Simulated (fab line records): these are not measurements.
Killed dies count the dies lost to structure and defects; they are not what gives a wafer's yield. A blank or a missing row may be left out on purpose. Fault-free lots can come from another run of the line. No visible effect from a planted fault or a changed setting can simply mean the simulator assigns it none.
Shared-tool check :: flow berkeley_cmos170 :: Sample size 14 lots and 42 wafers

== THE REASON FOR OPENING IT ==
Of 14 lots, 2 have the reading PVT_TW flagged at UCB170_PVT_TW_MEAS_09. Fault-free wafers read 506.8, with a standard deviation of 1.6.
Rule: flag the lot when none of its wafers has a number, or when each of its wafers that has one lies beyond 4 standard deviations from that mean. All remaining lots are regarded as sound.

lot: L647
measured: day 6 03:01
on: film_metro-03
PVT_TW, wafer by wafer: 504.5 505.2 507.7
flag: 

lot: L649
measured: day 6 10:35
on: film_metro-03
PVT_TW, wafer by wafer: 504.0 506.8 508.1
flag: 

lot: L650
measured: day 6 11:11
on: film_metro-04
PVT_TW, wafer by wafer: 505.2 506.3 505.2
flag: 

lot: L651
measured: day 7 06:31
on: film_metro-04
PVT_TW, wafer by wafer: 639.3 640.5 639.5
flag: FLAGGED

lot: L652
measured: day 7 06:46
on: film_metro-04
PVT_TW, wafer by wafer: 639.7 639.0 640.7
flag: FLAGGED

lot: L656
measured: day 7 19:59
on: film_metro-04
PVT_TW, wafer by wafer: 506.5 508.0 505.3
flag: 

lot: L654
measured: day 7 20:07
on: film_metro-03
PVT_TW, wafer by wafer: 505.2 506.5 505.7
flag: 

lot: L662
measured: day 9 22:38
on: film_metro-03
PVT_TW, wafer by wafer: 507.3 508.3 508.4
flag: 

lot: L665
measured: day 10 04:25
on: film_metro-03
PVT_TW, wafer by wafer: 504.7 507.8 507.2
flag: 

lot: L663
measured: day 10 05:01
on: film_metro-03
PVT_TW, wafer by wafer: 507.2 507.7 504.7
flag: 

lot: L664
measured: day 10 05:15
on: film_metro-03
PVT_TW, wafer by wafer: 506.9 507.0 509.4
flag: 

lot: L667
measured: day 10 22:15
on: film_metro-03
PVT_TW, wafer by wafer: 505.8 506.4 505.2
flag: 

lot: L670
measured: day 11 12:59
on: film_metro-04
PVT_TW, wafer by wafer: 506.6 506.6 510.4
flag: 

lot: L669
measured: day 11 13:13
on: film_metro-03
PVT_TW, wafer by wafer: 505.2 507.9 506.5
flag: 
On average the flagged lots' numbers are 639.8, which is +133.0 against the usual, or +83 standard deviations.

== EACH LOT AND THE TOOL IT RAN ON ==
The record holds 1 process step before the reading, out of a route of 331 steps. Every cell lists first the tool, next ch and the chambers used by the sampled wafers, and last the start.
lot: L647
flag: 
UCB170_NVT_COAT_01: litho_track-03 ch 0, day 5 22:47

lot: L649
flag: 
UCB170_NVT_COAT_01: litho_track-04 ch 0, day 6 08:02

lot: L650
flag: 
UCB170_NVT_COAT_01: litho_track-03 ch 0, day 6 08:06

lot: L651
flag: FLAGGED
UCB170_NVT_COAT_01: litho_track-03, day 7 03:05

lot: L652
flag: FLAGGED
UCB170_NVT_COAT_01: litho_track-01, day 7 03:02

lot: L656
flag: 
UCB170_NVT_COAT_01: litho_track-01 ch 0, day 7 13:54

lot: L654
flag: 
UCB170_NVT_COAT_01: litho_track-01 ch 0, day 7 14:19

lot: L662
flag: 
UCB170_NVT_COAT_01: litho_track-01 ch 0, day 9 18:58

lot: L665
flag: 
UCB170_NVT_COAT_01: litho_track-03 ch 0, day 10 01:38

lot: L663
flag: 
UCB170_NVT_COAT_01: litho_track-04 ch 0, day 10 01:49

lot: L664
flag: 
UCB170_NVT_COAT_01: litho_track-01 ch 0, day 10 02:01

lot: L667
flag: 
UCB170_NVT_COAT_01: litho_track-01 ch 0, day 10 18:35

lot: L670
flag: 
UCB170_NVT_COAT_01: litho_track-03 ch 0, day 11 08:48

lot: L669
flag: 
UCB170_NVT_COAT_01: litho_track-01 ch 0, day 11 08:52
What is done by these steps:
- UCB170_NVT_COAT_01: resist thk 900 nm.
- UCB170_PVT_TW_MEAS_09

== FLAGGED OVER TOTAL, TOOL BY TOOL (the gauges that took the reading come last) ==
step: UCB170_NVT_COAT_01
tool: litho_track-01
lots run: 7
flagged: 1
share of the flagged lots: some
sound lots run after its first flagged lot: 6 (L656,L654,L662,L664,L667,L669)

step: UCB170_NVT_COAT_01
tool: litho_track-03
lots run: 5
flagged: 1
share of the flagged lots: some
sound lots run after its first flagged lot: 2 (L665,L670)

step: UCB170_NVT_COAT_01
tool: litho_track-04
lots run: 2
flagged: 0
share of the flagged lots: none
sound lots run after its first flagged lot: -

step: UCB170_PVT_TW_MEAS_09
tool: film_metro-03
lots run: 9
flagged: 0
share of the flagged lots: none
sound lots run after its first flagged lot: -

step: UCB170_PVT_TW_MEAS_09
tool: film_metro-04
lots run: 5
flagged: 2
share of the flagged lots: all
sound lots run after its first flagged lot: 2 (L656,L670)

== WHAT THE TABLE ALLOWS ==
1 row of the table ran every flagged lot: film_metro-04 at UCB170_PVT_TW_MEAS_09.
- film_metro-04 at UCB170_PVT_TW_MEAS_09 ran 5 lots, 2 of them flagged. After the first flagged lot (L656, L670), sound lots still ran on it; a lasting fault on the whole tool would not permit that.
Not one row of the table ran every flagged lot while running no sound lot after the first.

== WHAT HAD BEEN PUT IN BY THE SIMULATOR ==
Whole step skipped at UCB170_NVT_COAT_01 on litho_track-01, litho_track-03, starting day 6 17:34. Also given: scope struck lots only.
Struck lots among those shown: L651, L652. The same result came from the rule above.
